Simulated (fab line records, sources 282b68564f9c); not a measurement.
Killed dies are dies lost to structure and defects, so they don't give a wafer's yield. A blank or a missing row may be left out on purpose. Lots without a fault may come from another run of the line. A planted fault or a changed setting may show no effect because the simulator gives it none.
One fault seen from 2 desks | flow rit_cmos | each desk has only its own numbers; what lay behind them comes last

THE METROLOGY DESK
What the gauges read, lot by lot, whatever tool the lot ran on: means of the sampled wafers that have a number. A lot is out of limits, marked OUT, if its mean lies more than 4 standard deviations from the usual mean; the brackets give that distance.
Columns: A = GATE_OXIDE_THK at RIT_GATE_THK_MEAS_07, usual 3.02 nm; B = GATE_POLY_THK at RIT_GATE_THK_MEAS_09, usual 250.9 nm; C = cd_nm at RIT_GATE_CD_MEAS_16, usual 150.4 nm; D = GATE_OVL at RIT_GATE_OVL_MEAS_17, usual 0.5 nm
lot  | first seen here | A    | B     | C     | D
L700 | day 2 12:17     | 3.07 | 253.4 | 152.0 | 1.0
L703 | day 3 04:18     | 3.04 | 250.9 | 150.8 | -0.5
L704 | day 3 09:32     | 3.04 | 251.1 | 149.8 | 0.1
L712 | day 4 22:01     | 3.08 | 252.2 | 149.7 | 0.3
L717 | day 5 22:21     | 3.01 | 247.5 | 151.5 | 2.7
L719 | day 6 09:47     | 3.13 | 247.1 | 147.1 | -1.8
This desk's finding: nothing out of limits on any of the 6 lots.

THE TOOL OWNER'S DESK: rie_si-01
The tool's own readings at RIT_GATE_ETCH_19 (etches poly-Si in SF6/CHF3/O2, stops on SiO2, time 165 s, target depth 312.5 nm): means of the sampled wafers that have a number, for each lot that ran on this tool. A lot is out of limits, marked OUT, if its mean lies more than 4 standard deviations from the usual mean; the brackets give that distance.
Columns: A = SF6_flow_sccm at RIT_GATE_ETCH_19, usual 30.02 sccm; B = drypump_motor_current_A at RIT_GATE_ETCH_19, usual 5.8 A; C = he_backside_leak_sccm at RIT_GATE_ETCH_19, usual 2.6 sccm; D = oes_product_au at RIT_GATE_ETCH_19, usual 0.857 a.u.; E = rf_fwd_power_W at RIT_GATE_ETCH_19, usual 159.4 W; F = throttle_valve_pct at RIT_GATE_ETCH_19, usual 10.24 %
lot  | first seen here | A     | B   | C   | D                | E     | F
L703 | day 3 07:22     | 30.06 | 5.8 | 2.6 | 0.860            | 159.2 | 10.20
L717 | day 6 01:26     | 30.03 | 5.5 | 2.6 | 0.737 (-11) OUT  | 159.5 | 10.06
L719 | day 6 13:29     | 29.96 | 5.9 | 2.6 | 0.750 (-9.8) OUT | 159.4 | 10.36
This desk's finding: out of limits on L717, L719; first on L717, day 6 01:26 (oes_product_au at RIT_GATE_ETCH_19). In limits: L703.

PUT TOGETHER
The tool owner's desk could have raised an alarm at day 6 01:26, on L717, L719.
The metrology desk saw nothing out of limits.
The metrology desk has L717, L719 on record, within its limits.
Of the lots named, all ran RIT_GATE_ETCH_19 on rie_si-01.

WHAT THE SIMULATOR HAD PUT IN
Process parameter drift: rie_si-01, from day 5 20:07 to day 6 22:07, at RIT_GATE_ETCH_19. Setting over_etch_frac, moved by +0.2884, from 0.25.
Lots struck among those shown: L717, L719.
Hours from the fault's start to each desk's first reading out of limits: the tool owner's desk, 5.
